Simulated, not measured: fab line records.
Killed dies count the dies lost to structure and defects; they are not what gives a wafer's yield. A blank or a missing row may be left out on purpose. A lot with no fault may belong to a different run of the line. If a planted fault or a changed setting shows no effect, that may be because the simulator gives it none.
Split-lot trial | flow berkeley-cmos170 | 18 wafers read across 5 lots, on a route 331 steps long

== SPLIT DETAILS ==
At UCB170_PWELL_ETCH_14 (etches Si3N4 in CH3F/Ar/O2, stops on SiO2, target depth 242 nm, time 151 s), the setting time-s was moved away from the recipe's 151 s on 7 of the 18 wafers read, by -13.4% to -4.1%. All remaining wafers had this setting at the recipe value.

The reading comes from the split's own step.

== THE READING ==
etch.depth-nm (the simulator's own value, which no gauge read), in nm, at UCB170_PWELL_ETCH_14 (etches Si3N4 in CH3F/Ar/O2, stops on SiO2, target depth 242 nm, time 151 s). The file does not state a usual value for it. The 11 wafers here that ran the recipe average 220.7 nm, standard deviation 1.8 nm.

wafer  | tool, chamber at the split | time-s as run, s | against the recipe | etch.depth-nm, nm | against lot-mates on the recipe
L074.1 | rie-diel-01, 3             | 132.4            | -12.3%             | 209.3             | -12.1
L074.2 | rie-diel-01, 1             | 132.4            | -12.3%             | 212.7             | -8.7
L074.3 | rie-diel-01, 2             | 132.4            | -12.3%             | 209.1             | -12.3
L074.5 | rie-diel-01, 2             | 151              | recipe             | 221.5             | -
L074.6 | rie-diel-01, 1             | 151              | recipe             | 221.3             | -
L076.2 | rie-diel-03, 0             | 151              | recipe             | 223.9             | -
L076.4 | rie-diel-03, 3             | 144.8            | -4.1%              | 224.1             | +0.2
L076.5 | rie-diel-03, 2             | 144.8            | -4.1%              | 224.3             | +0.4
L083.1 | rie-diel-03, 2             | 151              | recipe             | 218.7             | -
L083.3 | rie-diel-03, 3             | 151              | recipe             | 217.9             | -
L083.4 | rie-diel-03, 2             | 151              | recipe             | 219.9             | -
L083.5 | rie-diel-03, 3             | 130.7            | -13.4%             | 209.4             | -9.4
L083.6 | rie-diel-03, 0             | 130.7            | -13.4%             | 211.9             | -6.9
L085.1 | rie-diel-01, 0             | 151              | recipe             | 219.9             | -
L085.4 | rie-diel-01, 3             | 151              | recipe             | 218.3             | -
L084.1 | rie-diel-03, 2             | 151              | recipe             | 221.8             | -
L084.3 | rie-diel-03, 3             | 151              | recipe             | 222.1             | -
L084.6 | rie-diel-03, 0             | 151              | recipe             | 222               | -

FIT RESULTS
A straight line over all 18 wafers: etch.depth-nm changes by +0.792 nm for each +1% of time-s; r = +0.85; the points scatter about the line by 2.9 nm.
The same after taking each lot's own level away (the mean of its wafers on the recipe; 18 wafers): +0.765 nm for each +1%; r = +0.93; scatter 1.8 nm.
On that fit, the largest move of time-s shifts the reading by 10 nm.
The span of the lots' own levels, 218.83 to 223.90 nm, comes to 2.8 times the standard deviation stated above.
Hence the lot-to-lot level has little effect on the slope; both slopes agree.
Check: with one of the wafers moved furthest among these (-13.4%) left out of the fit, the line predicts -10.1 nm for it against its lot-mates. Against them it came out at -9.43 nm.

== ADDITIONAL SPLITS CARRIED BY THESE WAFERS ==
Note: prior to the reading, these wafers also went through further splits. Each is held against what the fit with the lots' levels taken away leaves over:
other split on the same wafers     | wafers away from the commonest value | r with etch.depth-nm (lot level and that fit taken away)
UCB170_ZERO_COAT_01 spin-rpm       | 5                                    | +0.18
UCB170_ZERO_EXPOSE_03 dose-mj      | 5                                    | +0.19
UCB170_NWELL_CVD_04 pressure-mtorr | 13                                   | +0.23
UCB170_PWELL_COAT_08 resist-thk-nm | 3                                    | +0.46

== THE WHOLE CHAIN: every reading that the file lists as answering this split, in the file's order ==
step                  | what it does                                                               | reading                                                                      | change (the file's fit)                                                                  | r (the file's)
UCB170_PWELL_ETCH_14  | etches Si3N4 in CH3F/Ar/O2, stops on SiO2, target depth 242 nm, time 151 s | etch.depth-nm (the simulator's own value, which no gauge read)               | +0.716 nm for each +1% of the setting                                                    | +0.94
UCB170_PWELL_ETCH_14  | etches Si3N4 in CH3F/Ar/O2, stops on SiO2, target depth 242 nm, time 151 s | KrF_of_PWELL_COAT_08.thk-nm (the simulator's own value, which no gauge read) | -1.53 nm for each +1% of the setting, in a fit together with resist-thk-nm@PWELL_COAT_08 | 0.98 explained
UCB170_PWELL_STRIP_16 | strips in O2                                                               | strip-time-to-endpoint-s                                                     | withheld for each +1% of the setting, in a fit together with resist-thk-nm@PWELL_COAT_08 | 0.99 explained

== THE FILE'S OWN FIT ==
etch.depth-nm changes by +0.716 nm for each +1% of time-s, r = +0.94.
